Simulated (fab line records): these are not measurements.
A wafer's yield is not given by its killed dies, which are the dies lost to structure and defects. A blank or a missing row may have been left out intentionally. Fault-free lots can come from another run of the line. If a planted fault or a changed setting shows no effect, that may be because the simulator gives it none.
Problem report, 8D (eight disciplines) form, completed by code ; flow rit cmos ; the parts of the form that need people (team, actions taken, sign-off) are left out

== 1. WHAT IS WRONG ==
Across 9 wafers from 3 lots, PWELL_OVL at RIT_PWELL_OVL_MEAS_06 averages 240.2 nm, while fault-free wafers read -0.5 nm with a standard deviation of 1.2. That is +99 or more standard deviations from the usual mean.
Seen first at day 5 23:20 on overlay-01, wafer L650.1. The record has a number at this step for 45 wafers belonging to 15 lots. Rule for "out" (also "out of limits"): further than 4 standard deviations from the usual mean. All remaining wafers that have a number are taken as sound.

== 2. WHAT IT IS, WHAT IT ISN'T ==
question;is;is not
which readings at this step;PWELL_OVL;-
which lots;L650, L652, L654;L634, L635, L636, L637, L638, L641, L642, L644, L645, L646, L653, L655
which wafers of those lots;all that have a number;-
read on which gauges;overlay-01, overlay-02;-
when;from day 5 23:20;"up to then (30 sound wafers); but 6 sound wafers of L653, L655 came after"

== 3. WHAT RULES OUT EACH SUSPECT ==
Counting: a tool stays on the suspect list if, at a process step up to the reading, it processed all lots that are out and no sound lot following the first of them.
- the gauge at RIT_PWELL_OVL_MEAS_06 has been ruled out. 2 gauges (overlay-01, overlay-02) read the wafers that are out.
- rie diel-02 at RIT_ACTIVE_ETCH_13 (etches Si3N4 in SF6, stops on SiO2, time 210 s, target depth 210 nm): kept. All lots that are out passed through it, beginning with L650 at day 5 14:03, and no sound lot followed; its final sound lot before that point was L646 at day 4 16:40.
- iline stepper-01 at RIT_PWELL_EXPOSE_03 (exposes mask M3, target cd 43700 nm): kept. All lots that are out passed through it, beginning with L650 at day 5 22:54, and no sound lot followed; its final sound lot before that point was L645 at day 5 00:46.
Left after counting: rie diel-02 at RIT_ACTIVE_ETCH_13, iline stepper-01 at RIT_PWELL_EXPOSE_03.

== 4. THE CAUSE (what the simulator had put in) ==
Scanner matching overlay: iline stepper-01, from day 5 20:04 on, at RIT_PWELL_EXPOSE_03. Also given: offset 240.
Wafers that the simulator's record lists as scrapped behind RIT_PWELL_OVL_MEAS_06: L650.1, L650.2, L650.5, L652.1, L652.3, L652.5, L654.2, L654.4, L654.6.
Of the 2 suspects that counting leaves, this tool is one.

== 5. SEQUENCE OF EFFECTS, ordered by route ==
Each row: a reading whose mean over the struck wafers that have a number lies more than 3 standard deviations from the usual. Scope: only readings with a usual standard deviation given in the record; hours: median across lots of the time from each lot's start at the first step in this table that gives one to its start at this step; sigmas: change in usual standard deviations.
hours;step;reading;usual;on struck wafers;change;sigmas
0;RIT_PWELL_OVL_MEAS_06;PWELL_OVL;-0.5 nm;240.2;+240.7;+99 or more

== 6. WHAT WOULD HAVE CAUGHT IT SOONER ==
3 hours passed between the start of the fault at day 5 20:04 and the first reading out of limits at a measuring or inspecting step in this record, taken at day 5 23:20.
Tool readings at RIT_PWELL_EXPOSE_03 with a usual standard deviation given in the record: none out on any struck wafer, hence no alarm at a limit of 4 standard deviations on them.
L652, L654, from the lots that are out (3), started RIT_PWELL_EXPOSE_03 on iline stepper-01 later than day 5 23:20. A hold on the tool at that time would have spared those 2.
